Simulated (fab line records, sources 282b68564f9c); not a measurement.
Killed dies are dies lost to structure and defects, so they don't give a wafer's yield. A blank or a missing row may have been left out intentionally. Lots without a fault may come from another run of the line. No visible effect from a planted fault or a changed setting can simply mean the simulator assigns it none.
fab line records	flow rit-cmos
record lots=14	wafers=42	last-day=7
route steps=202 shown PLDD@123 NSD@140 SDANNEAL@156 M1@193
lots that met no fault: from a run of the same line without faults
start-h: hours from the record's first day to the start of the lot's first wafer shown	wait-h: hours elapsed since this lot's preceding step	" unchanged from the row above	L1.1+2: one row covering several wafers at once	- no value present, or no start provided	* or withheld: withheld	< > ~ a bound
route shown NAME@n: a module of which the file shows steps, and the number in the route of the first	usual: mean/standard deviation of fault-free wafers	same: alike in all rows	chamber/n: place in a boat	sites: the reading at each site	_std_site: how widely they spread, as a standard deviation	_edge_site: inner sites' mean taken away from outer sites' mean	radius-mm: how far each site lies from the wafer's centre	mask NAME#n: copy n	behind: tool/chamber where the wafer was last shaped	hold: reason for holding the lot/hours on hold/outcome of the hold	device: which transistor (n, p or np) failed to switch	end of line: at the end of the route, the tests of the same wafers	a step without rows: its recipe alone	killed: dies lost to structure and defects at the first sort, not the wafer's yield	map: the dies of a wafer, with x for killed, . for not killed, _ for no die there
set.NAME: the setting as run; set.NAME@STEP: as run at that earlier step	model.NAME: the simulator's own value behind a step, which no gauge read
one table for each step of the route and one row for each wafer, over a sample of lots
services: from which hour (start-h, from the record's first day; less than 0 if before it) a tool's chamber was out of use, for how many hours, and why
## steps
# step RIT_PLDD_STRIP_09
# recipe chemistry=O2	time-s=180	resist=NOVOLAK	platen-temp-c=withheld	power-w=500	pressure-mtorr=4000	o2-flow-sccm=4000
# usual drypump-motor-current-A=5.49/0.17
lot.wafer	tool	chamber	start-h	wait-h	drypump-motor-current-A	rf-hours-counter-h
L303.1	plasma-asher-03	0	49.83	0.1	5.64	41
L303.4	"	1	"	"	5.56	-
L303.5	"	0	"	"	5.63	-
L304.1	plasma-asher-01	1	52.84	0.1	5.10	26
L304.2	"	0	"	"	5.67	26
L304.5	"	1	"	"	5.12	-
L305.2	plasma-asher-02	0	55.18	0.1	5.45	40
L305.3	"	0	"	"	5.48	-
L305.6	"	0	"	"	5.47	-
L306.1	plasma-asher-02	0	63.68	0.1	5.44	41
L306.5	"	1	"	"	5.51	-
L306.6	"	0	"	"	5.42	-
L307.2	plasma-asher-01	1	66.18	0.1	5.10	27
L307.4	"	0	"	"	5.66	-
L307.6	"	1	"	"	5.14	-
L310.3	plasma-asher-03	0	81.08	0.1	5.67	-
L310.5	"	1	"	"	5.58	-
L310.6	"	0	"	"	5.67	-
L311.1	plasma-asher-01	1	89.99	0.1	5.13	29
L311.2	"	0	"	"	5.65	29
L311.3	"	0	"	"	5.63	-
L313.4	plasma-asher-01	1	99.14	0.1	5.13	-
L313.5	"	0	"	"	5.66	-
L313.6	"	1	"	"	5.11	-
L316.2	plasma-asher-02	0	114.82	0.1	5.46	47
L316.4	"	0	"	"	5.47	-
L316.6	"	0	"	"	5.50	-
L318.3	plasma-asher-02	1	123.57	0.1	5.47	-
L318.4	"	0	"	"	5.46	-
L318.5	"	1	"	"	5.50	-
L319.2	plasma-asher-02	1	129.59	0.1	5.48	48
L319.3	"	0	"	"	5.43	-
L319.6	"	0	"	"	5.47	-
L324.1	plasma-asher-01	0	153.31	0.1	5.66	36
L324.4	"	1	"	"	5.12	-
L324.5	"	1	"	"	5.11	-
L325.4	plasma-asher-03	1	156.20	0.1	5.56	-
L325.5	"	1	"	"	5.57	-
L325.6	"	0	"	"	5.64	-
L326.2	plasma-asher-01	1	164.43	0.1	5.15	38
L326.4	"	0	"	"	5.64	-
L326.6	"	1	"	"	5.11	-
# step RIT_NSD_STRIP_09
# recipe chemistry=O2	time-s=180	resist=NOVOLAK	platen-temp-c=withheld	power-w=500	pressure-mtorr=4000	o2-flow-sccm=4000
# usual drypump-motor-current-A=5.9/0.41
lot.wafer	tool	chamber	start-h	wait-h	drypump-motor-current-A	rf-hours-counter-h
L303.1	plasma-asher-03	0	53.95	0.1	5.6	41
L303.4	"	1	"	"	5.6	-
L303.5	"	1	"	"	5.6	-
L304.1	plasma-asher-03	0	56.79	0.1	5.7	42
L304.2	"	1	"	"	5.6	42
L304.5	"	1	"	"	5.6	-
L305.2	plasma-asher-03	1	59.77	0.1	5.5	42
L305.3	"	1	"	"	5.6	-
L305.6	"	1	"	"	5.6	-
L306.1	plasma-asher-04	0	67.80	0.1	6.5	42
L306.5	"	0	"	"	6.5	-
L306.6	"	1	"	"	6.1	-
L307.2	plasma-asher-02	0	70.22	0.1	5.4	42
L307.4	"	1	"	"	5.5	-
L307.6	"	0	"	"	5.4	-
L310.3	plasma-asher-04	0	85.12	0.1	6.5	-
L310.5	"	1	"	"	6.1	-
L310.6	"	0	"	"	6.6	-
L311.1	plasma-asher-04	0	94.99	0.1	6.6	45
L311.2	"	1	"	"	6.1	45
L311.3	"	1	"	"	6.1	-
L313.4	plasma-asher-04	1	103.06	0.1	6.1	-
L313.5	"	1	"	"	6.1	-
L313.6	"	0	"	"	6.5	-
L316.2	plasma-asher-02	1	120.43	0.1	5.5	47
L316.4	"	0	"	"	5.5	-
L316.6	"	1	"	"	5.5	-
L318.3	plasma-asher-03	1	127.65	0.1	5.6	-
L318.4	"	0	"	"	5.6	-
L318.5	"	1	"	"	5.6	-
L319.2	plasma-asher-03	0	133.57	0.1	5.6	2
L319.3	"	0	"	"	5.6	-
L319.6	"	0	"	"	5.6	-
L324.1	plasma-asher-02	0	159.98	0.1	5.5	51
L324.4	"	0	"	"	5.4	-
L324.5	"	1	"	"	5.5	-
L325.4	plasma-asher-02	0	161.59	0.1	5.4	-
L325.5	"	0	"	"	5.4	-
L325.6	"	1	"	"	5.5	-
L326.2	plasma-asher-03	1	169.56	0.1	5.6	6
L326.4	"	0	"	"	5.7	-
L326.6	"	1	"	"	5.6	-
# step RIT_SDANNEAL_RTA_03
# recipe temp-c=1050	time-s=5	idle-temp-c=600	ramp-up-c-per-s=342	ramp-down-c-per-s=171	cool-to-c=600	ambient=N2
# usual anneal-temp-c-max=1055.8/1.9	ramp-down-c-per-s=171.00/0.032	wafer_temp_C_max=1053.5/1.1
lot.wafer	tool	chamber	start-h	wait-h	anneal-temp-c-max	ramp-down-c-per-s	wafer_temp_C_max
L303.1	rtp-anneal-02	0	56.10	0.0	1054.6	170.98	1052.4
L303.4	"	0	"	"	1055.0	171.05	1053.1
L303.5	"	0	"	"	1052.1	170.97	1053.2
L304.1	rtp-anneal-01	0	58.95	0.0	1056.8	171.05	1053.5
L304.2	"	0	"	"	1058.9	170.96	1054.7
L304.5	"	0	"	"	1059.2	171.08	1052.8
L305.2	rtp-anneal-02	0	62.11	0.0	1054.7	171.00	1052.3
L305.3	"	0	"	"	1054.7	171.03	1052.5
L305.6	"	0	"	"	1053.7	171.01	1053.2
L306.1	rtp-anneal-01	0	69.82	0.0	1056.9	171.03	1055.2
L306.5	"	0	"	"	1058.5	171.07	1053.5
L306.6	"	0	"	"	1058.2	171.03	1051.6
L307.2	rtp-anneal-02	0	72.25	0.0	1054.9	170.99	1052.8
L307.4	"	0	"	"	1053.7	171.01	1054.2
L307.6	"	0	"	"	1054.0	171.02	1056.0
L310.3	rtp-anneal-01	0	87.23	0.0	1056.8	171.01	1051.4
L310.5	"	0	"	"	1057.4	170.97	1053.4
L310.6	"	0	"	"	1055.6	170.96	1052.3
L311.1	rtp-anneal-02	0	97.01	0.0	1054.4	171.05	1051.0
L311.2	"	0	"	"	1054.2	170.99	1054.4
L311.3	"	0	"	"	1055.2	171.00	1054.0
L313.4	rtp-anneal-02	0	105.21	0.0	1054.9	170.98	1053.3
L313.5	"	0	"	"	1053.4	171.00	1053.5
L313.6	"	0	"	"	1054.0	170.99	1054.3
L316.2	rtp-anneal-01	0	122.54	0.0	1057.7	171.00	1053.0
L316.4	"	0	"	"	1058.0	170.96	1053.9
L316.6	"	0	"	"	1055.2	171.05	1053.5
L318.3	rtp-anneal-01	0	130.02	0.0	1056.6	170.98	1052.8
L318.4	"	0	"	"	1056.4	171.02	1053.8
L318.5	"	0	"	"	1056.8	171.03	1052.6
L319.2	rtp-anneal-02	0	135.73	0.0	1053.0	170.98	1052.5
L319.3	"	0	"	"	1054.8	171.00	1053.7
L319.6	"	0	"	"	1052.0	170.92	1055.3
L324.1	rtp-anneal-01	0	162.02	0.0	1056.1	170.99	1054.1
L324.4	"	0	"	"	1057.1	170.97	1052.6
L324.5	"	0	"	"	1061.9	171.01	1051.8
L325.4	rtp-anneal-02	0	163.58	0.0	1053.9	171.00	1054.2
L325.5	"	0	"	"	1053.4	171.00	1053.1
L325.6	"	0	"	"	1053.7	170.96	1053.5
L326.2	rtp-anneal-01	0	171.75	0.0	1057.2	171.01	1052.8
L326.4	"	0	"	"	1057.8	171.00	1054.0
L326.6	"	0	"	"	1056.5	171.02	1053.6
# step RIT_M1_CD_MEAS_09
# recipe target-cd-nm=2600
# usual cd-nm=2599.4/2.2
lot.wafer	tool	chamber	start-h	wait-h	cd-nm
L303.1	cd-sem-02	-	61.24	-	2596.7
L303.4	"	-	"	"	2597.8
L303.5	"	-	"	"	2597.1
L304.1	cd-sem-02	-	63.93	-	2598.4
L304.2	"	-	"	"	2597.1
L304.5	"	-	"	"	2598.5
L305.2	cd-sem-02	-	66.95	-	2601.9
L305.3	"	-	"	"	2600.1
L305.6	"	-	"	"	2601.7
L306.1	cd-sem-02	-	74.80	-	2599.5
L306.5	"	-	"	"	2600.0
L306.6	"	-	"	"	2600.2
L307.2	cd-sem-02	-	77.18	-	2603.0
L307.4	"	-	"	"	2601.8
L307.6	"	-	"	"	2601.7
L310.3	cd-sem-01	-	92.01	-	2602.1
L310.5	"	-	"	"	2600.4
L310.6	"	-	"	"	2600.7
L311.1	cd-sem-02	-	102.01	-	2599.4
L311.2	"	-	"	"	2596.6
L311.3	"	-	"	"	2598.3
L313.4	cd-sem-02	-	110.13	-	2600.7
L313.5	"	-	"	"	2598.3
L313.6	"	-	"	"	2598.0
L316.2	cd-sem-02	-	127.33	-	2596.5
L316.4	"	-	"	"	2597.1
L316.6	"	-	"	"	2597.7
L318.3	cd-sem-02	-	134.93	-	2604.7
L318.4	"	-	"	"	2606.4
L318.5	"	-	"	"	2603.0
L319.2	cd-sem-02	-	140.52	-	2601.3
L319.3	"	-	"	"	2600.8
L319.6	"	-	"	"	2597.3
L324.1	cd-sem-01	-	166.91	-	2598.8
L324.4	"	-	"	"	2598.6
L324.5	"	-	"	"	2599.9
L325.4	cd-sem-01	-	168.38	-	2597.8
L325.5	"	-	"	"	2597.6
L325.6	"	-	"	"	2598.3
L326.2	cd-sem-02	-	176.57	-	2601.8
L326.4	"	-	"	"	2601.7
L326.6	"	-	"	"	2599.9
# step RIT_M1_PROBE_99
# usual killed-at-contacts=0.1/0.23	killed-at-front-end=6.7/2.7	killed-dies=6.7/2.7	killed-on-rim=1.8/1.2	killed-open=3.2/1.8	killed-short=3.5/1.9
# same gross-dies=264	killed_at_M0_to_M3=0	killed_at_M4_up=0	killed-at-back-side=0	killed-at-other=0
lot.wafer	tool	chamber	start-h	wait-h	hold	killed-at-contacts	killed-at-front-end	killed-dies	killed-on-rim	killed-open	killed-short
L310.3	prober-02	-	94.73	0.2	await-dispo/3.3h/release	0	21	21	9	1	6
L310.5	prober-02	-	94.83	0.2	await-dispo/3.3h/release	0	6	6	2	4	2
L310.6	prober-02	-	94.88	0.2	await-dispo/3.3h/release	0	20	20	10	4	2
L311.1	prober-01	-	104.67	0.1	await-dispo/4.8h/release	0	18	18	10	3	4
L311.2	prober-01	-	104.72	0.1	await-dispo/4.8h/release	0	7	7	1	1	6
L311.3	prober-01	-	104.77	0.2	await-dispo/4.8h/release	0	5	5	2	4	1
L313.4	prober-02	-	112.90	0.2	await-dispo/3.9h/release	0	8	8	4	5	3
L313.5	prober-02	-	112.95	0.2	await-dispo/3.9h/release	0	5	5	2	2	3
L313.6	prober-02	-	113.00	0.2	await-dispo/3.9h/release	0	17	17	8	2	4
L318.3	prober-01	-	137.67	0.2	-	0	7	7	2	4	3
L318.4	prober-01	-	137.72	0.2	-	0	8	8	2	4	4
L318.5	prober-01	-	137.77	0.2	-	0	10	10	2	2	8
# killed by level:class
L310.3 NSD:unspecified=14 REOX:geometric-particle:short=3 SPACER:geometric-particle:short=2 GATE:geometric-particle:open=1 GATE:geometric-particle:short=1
L310.5 FOX2:geometric-particle:open=2 FOX1:geometric-particle:short=1 GATE:geometric-particle:short=1 REOX:geometric-particle:open=1 SILICIDE:geometric-particle:open=1
L310.6 NSD:unspecified=14 SPACER:geometric-particle:open=2 FOX2:geometric-particle:short=1 REOX:geometric-particle:open=1 SILICIDE:geometric-particle:short=1 SILICIDE:geometric-particle:open=1
L311.1 NSD:unspecified=11 FOX1:geometric-particle:short=1 GATE:geometric-particle:short=1 GATE:geometric-particle:open=1 REOX:geometric-particle:open=1 SPACER:geometric-particle:short=1 SILICIDE:geometric-particle:short=1 SILICIDE:geometric-particle:open=1
L311.2 FOX1:geometric-particle:short=2 SILICIDE:geometric-particle:short=2 GATE:geometric-particle:short=1 REOX:geometric-particle:short=1 SILICIDE:geometric-particle:open=1
L311.3 SPACER:geometric-particle:open=2 FOX1:geometric-particle:open=1 GATE:geometric-particle:short=1 SILICIDE:geometric-particle:open=1
L313.4 GATE:geometric-particle:short=2 GATE:geometric-particle:open=2 SILICIDE:geometric-particle:open=2 FOX1:geometric-particle:short=1 SPACER:geometric-particle:open=1
L313.5 GATE:geometric-particle:short=2 SPACER:geometric-particle:open=2 FOX1:geometric-particle:short=1
L313.6 NSD:unspecified=11 SPACER:geometric-particle:short=2 FOX2:geometric-particle:short=1 GATE:geometric-particle:open=1 SILICIDE:geometric-particle:open=1 SILICIDE:geometric-particle:short=1
L318.3 GATE:geometric-particle:open=3 GATE:geometric-particle:short=3 SILICIDE:geometric-particle:open=1
L318.4 GATE:geometric-particle:open=3 GATE:geometric-particle:short=2 FOX2:geometric-particle:open=1 REOX:geometric-particle:short=1 SPACER:geometric-particle:short=1
L318.5 FOX2:geometric-particle:short=3 FOX1:geometric-particle:short=2 FOX1:geometric-particle:open=2 GATE:geometric-particle:short=2 REOX:geometric-particle:short=1
## services
tool	chamber	start-h	hours	kind
plasma-asher-03	-	108.84	9.0	pm
plasma-asher-03	0	108.84	9.0	vent-cycle
plasma-asher-03	1	108.84	9.0	vent-cycle
plasma-asher-03	0	117.84	-	clean
plasma-asher-03	1	117.84	-	clean
## key
first-sign step=RIT_M1_PROBE_99	reading=killed-at-front-end	direction=up	sigmas=4.6	usual=6.7	struck=19
effect step=RIT_M1_PROBE_99	reading=killed-dies	direction=up	sigmas=4.5	usual=6.7	struck=19
met-at RIT_NSD_STRIP_09
struck-lots L310,L311,L313
struck-wafers L310.3,L310.6,L311.1,L313.6
tester-left-out L310,L311,L313
not-acting-at RIT_PLDD_STRIP_09,RIT_SDANNEAL_RTA_03,RIT_M1_CD_MEAS_09
onset-between 67.80 85.12
fault kind=chamber-particle-source	tool=plasma-asher-04	chamber=0	onset-h=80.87	steps=RIT_NSD_STRIP_09	rate-per-visit-cm2=0.66267	end-h=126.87
# tester-left-out: of these lots the tester's yield and bins aren't shown, on N5 and GAA mostly nor the transistor test; their killed dies are dies lost to structure and defects alone, not to doping, threshold or leakage, so they don't give the yield
